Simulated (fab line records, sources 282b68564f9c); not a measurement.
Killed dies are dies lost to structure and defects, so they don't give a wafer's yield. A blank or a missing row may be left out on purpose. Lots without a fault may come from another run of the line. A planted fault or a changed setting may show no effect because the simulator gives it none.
Which tool did it? | flow rit_cmos | 14 lots, 40 wafers sampled, at 4 steps of a route of 202

WHAT THE GAUGES READ, wafer by wafer
RIT_PLDD_TW_MEAS_10.
lot  | measured    | on            | PLDD_TW
L545 | day 2 23:50 | film_metro-02 | 2302 2305 2303
L547 | day 3 12:08 | film_metro-01 | 2307 2303 2307
L548 | day 3 20:04 | film_metro-02 | 2289 2306 2288
L550 | day 4 03:41 | film_metro-02 | 2309 2301 2293
L555 | day 4 23:37 | film_metro-01 | 2328 2320 2328
L557 | day 5 11:46 | film_metro-04 | 2356 2352 2355
L558 | day 5 14:29 | film_metro-01 | 2330 2340 2338
L559 | day 5 18:10 | film_metro-01 | 2337 2342 2335
L560 | day 6 04:37 | film_metro-04 | 2376
L563 | day 6 19:19 | film_metro-01 | 2350 2346 2341
L564 | day 6 21:47 | film_metro-01 | 2335 2351 2357
L565 | day 7 05:40 | film_metro-04 | 2353 2377 2351
L566 | day 7 10:29 | film_metro-02 | 2308 2312 2312
L568 | day 7 19:46 | film_metro-02 | 2300 2301 2303

RIT_SDANNEAL_RS_MEAS_05: measures by four-point-probe.
lot  | measured    | on            | NSD_RS (ohm/sq)
L545 | day 3 08:31 | film_metro-04 | 84.5 84.5 84.1
L547 | day 3 18:18 | film_metro-02 | 84.6 84.5 84.4
L548 | day 4 02:11 | film_metro-01 | 84.4 84.3 84.1
L550 | day 4 09:51 | film_metro-02 | 84.6 84.6 84.7
L555 | day 5 06:22 | film_metro-01 | 84.9 85.2 85.3
L557 | day 5 18:09 | film_metro-04 | 84.5 84.5 84.6
L558 | day 5 21:02 | film_metro-01 | 85.0 84.7 84.8
L559 | day 6 00:24 | film_metro-04 | 84.7 84.6 84.7
L560 | day 6 10:52 | film_metro-02 | 84.4
L563 | day 7 01:24 | film_metro-04 | 84.2 84.2 84.3
L564 | day 7 04:14 | film_metro-02 | 84.0 84.5 84.0
L565 | day 7 11:39 | film_metro-04 | 84.4 84.5 84.3
L566 | day 7 16:57 | film_metro-04 | 84.7 84.7 84.8
L568 | day 8 01:59 | film_metro-01 | 84.5 84.8 84.5

RIT_M1_CD_MEAS_09: target cd 2600 nm.
lot  | measured    | on        | cd_nm (nm)
L545 | day 3 13:15 | cd_sem-01 | 2599.0 2598.9 2599.0
L547 | day 3 22:53 | cd_sem-01 | 2599.0 2599.7 2599.4
L548 | day 4 06:52 | cd_sem-01 | 2598.7 2599.7 2597.8
L550 | day 4 14:59 | cd_sem-01 | 2600.0 2600.1 2597.1
L555 | day 5 10:58 | cd_sem-01 | 2601.0 2599.6 2602.2
L557 | day 5 22:39 | cd_sem-01 | 2599.2 2599.9 2599.4
L558 | day 6 01:52 | cd_sem-01 | 2602.2 2603.3 2600.9
L559 | day 6 05:13 | cd_sem-01 | - - -
L560 | day 6 15:55 | cd_sem-01 | -
L563 | day 7 06:21 | cd_sem-02 | 2601.5 2602.1 2603.2
L564 | day 7 08:55 | cd_sem-01 | 2601.1 2603.0 2599.8
L565 | day 7 16:20 | cd_sem-02 | 2601.5 2600.9 2601.4
L566 | day 7 21:34 | cd_sem-02 | 2602.5 2602.2 2603.2
L568 | day 8 06:43 | cd_sem-02 | 2596.9 2596.7 2599.8

WHICH TOOL RAN EACH LOT (tool, then ch and the chambers of the sampled wafers, then the start)
lot  | RIT_M1_COAT_04
L545 | litho_track-01 ch 0, day 3 12:23
L547 | litho_track-04 ch 0, day 3 22:09
L548 | litho_track-04 ch 0, day 4 06:08
L550 | litho_track-04 ch 0, day 4 13:44
L555 | litho_track-01 ch 0, day 5 10:14
L557 | litho_track-04 ch 0, day 5 21:55
L558 | litho_track-01 ch 0, day 6 01:01
L559 | litho_track-01, day 6 04:22
L560 | litho_track-01, day 6 15:04
L563 | litho_track-03 ch 0, day 7 05:29
L564 | litho_track-04 ch 0, day 7 08:05
L565 | litho_track-03 ch 0, day 7 15:28
L566 | litho_track-04 ch 0, day 7 20:43
L568 | litho_track-03 ch 0, day 8 05:51
- RIT_M1_COAT_04: resist thk 1300 nm.

WHAT THE TOOLS THEMSELVES READ (means of the sampled wafers that have a number; where no wafer has one, the mark that the record gives instead)
RIT_M1_COAT_04.
lot  | tool           | chill_plate_temp_C (C) | dispense_pressure_kPa (kPa) | exhaust_pa (Pa)
L545 | litho_track-01 | 23.10                  | 47                          | 44.0
L547 | litho_track-04 | 23.02                  | 53                          | 45.0
L548 | litho_track-04 | 23.02                  | 53                          | 43.1
L550 | litho_track-04 | 22.88                  | 53                          | 45.0
L555 | litho_track-01 | 23.00                  | 47                          | 45.1
L557 | litho_track-04 | 23.01                  | 53                          | 46.2
L558 | litho_track-01 | 22.98                  | 47                          | 45.0
L559 | litho_track-01 | -                      | -                           | -
L560 | litho_track-01 | -                      | -                           | -
L563 | litho_track-03 | 22.97                  | 45                          | 45.0
L564 | litho_track-04 | 23.02                  | 53                          | 44.7
L565 | litho_track-03 | 23.07                  | 45                          | 42.9
L566 | litho_track-04 | 23.10                  | 53                          | 45.0
L568 | litho_track-03 | 22.95                  | 45                          | 44.3

THE ANSWER, worked out from the rows above alone
Rule: what is usual is taken from the lots themselves. Put in order of their means at a reading, lots are off if they are a third of the lots or fewer, leave a main group of 4 or more, and stand apart from it by a gap of 3 or more times the standard deviation of the main group's means; of several such gaps the widest counts. A main group whose means are all the same, to the digits that the tables above print for the reading, isn't used. A lot without any number at a reading at which 4 lots or more have one is off too. The other lots that the step has rows for count as sound. The gauges are gone through in route order, then the tools' own readings, and for those a lot's mean is taken as printed above. The first step at which some lot is off is used, and at that step the reading that is off furthest; a lot without a number counts as furthest.
Off: L559, L560, at RIT_M1_CD_MEAS_09 (cd_nm). Without a number there: L559, L560. The main group: mean 2600.3 nm, standard deviation 1.5.
A tool fits if, at a process step before that reading, it ran every lot that is off, and no sound lot after the first of them. The gauges at RIT_M1_CD_MEAS_09 aren't tried: what is off there is off at RIT_M1_COAT_04 too, on other tools, and a gauge's error can't cause that. One fits: litho_track-01 at RIT_M1_COAT_04. Its last sound lot is L558 (day 6 01:01), its first lot that is off L559 (day 6 04:22): a fault that began between those two fits.
Blank at RIT_M1_COAT_04 on the lots that are off, where sound lots have numbers: chill_plate_temp_C, dispense_pressure_kPa, exhaust_pa.

WHAT THE SIMULATOR HAD PUT IN
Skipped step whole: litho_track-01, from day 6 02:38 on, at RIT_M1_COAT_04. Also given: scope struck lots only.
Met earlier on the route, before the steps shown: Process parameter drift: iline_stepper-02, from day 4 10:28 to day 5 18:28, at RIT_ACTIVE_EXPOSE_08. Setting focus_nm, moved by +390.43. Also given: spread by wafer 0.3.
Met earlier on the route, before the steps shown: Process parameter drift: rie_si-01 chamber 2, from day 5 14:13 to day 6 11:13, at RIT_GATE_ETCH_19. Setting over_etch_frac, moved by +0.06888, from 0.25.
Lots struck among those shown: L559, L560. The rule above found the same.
